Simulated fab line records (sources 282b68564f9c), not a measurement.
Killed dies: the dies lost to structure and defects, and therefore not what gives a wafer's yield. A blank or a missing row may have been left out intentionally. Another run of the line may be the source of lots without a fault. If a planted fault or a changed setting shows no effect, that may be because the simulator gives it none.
One fault through the eyes of 2 desks    flow rit cmos    only its own numbers are on each desk; what lay behind them is given at the end

## METROLOGY DESK
What the gauges read for every lot (on any tool): the sampled wafers with a number, averaged. The brackets show how far a lot's mean lies from the usual mean; more than 4 standard deviations puts the lot out of limits, marked OUT.
Columns: A = FOX1_OXIDE_THK at RIT_FOX1_THK_MEAS_01, usual 348 nm; B = FOX2_OXIDE_THK at RIT_FOX2_THK_MEAS_01, usual 351 nm; C = FIELD_OXIDE_LEFT_1_THK at RIT_FOX2_THK_MEAS_90, usual 323 nm; D = NWELL_OVL at RIT_NWELL_OVL_MEAS_06, usual 1.4 nm
lot   first seen here  A    B    C    D
L261  day 3 10:01      353  347  320  2.3
L262  day 3 15:46      340  345  317  1.0
L265  day 4 05:23      343  342  314  0.8
L266  day 4 10:37      332  346  318  -0.8
L268  day 4 19:56      358  356  329  -0.2
L274  day 6 03:22      347  338  310  0.6
This desk's verdict: no lot among the 6 shows anything out of limits.

## FOR THE TOOL OWNER'S DESK: litho track-01
The tool's own readings at RIT_NWELL_COAT_01 (resist thk 1300 nm): means of the sampled wafers that have a number, for each lot that ran on this tool. The brackets show how far a lot's mean lies from the usual mean; more than 4 standard deviations puts the lot out of limits, marked OUT.
Columns: A = spin speed rpm at RIT_NWELL_COAT_01, usual 1999.7 rpm
lot   first seen here  A
L262  day 3 18:22      1999.4
L265  day 4 08:44      1860.8 (-99 or more) OUT
L268  day 4 22:31      1861.2 (-99 or more) OUT
Finding of this desk: L265, L268 out of limits; the first was L265 at day 4 08:44, on spin speed rpm at RIT_NWELL_COAT_01. L262 stayed within limits.

## TAKEN TOGETHER
An alarm could have come from the tool owner's desk at day 4 08:44, on L265, L268.
At the metrology desk, nothing out of limits was observed.
The metrology desk holds a record of L265, L268, inside its limits.
The lots listed all ran RIT_NWELL_COAT_01 on litho track-01.

## WHAT THE SIMULATOR PUT IN
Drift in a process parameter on litho track-01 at RIT_NWELL_COAT_01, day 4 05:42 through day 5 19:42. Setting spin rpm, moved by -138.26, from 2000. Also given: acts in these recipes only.
Struck lots among those shown: L265, L268.
Each desk's first reading out of limits, in hours after the fault started: the tool owner's desk, 3.
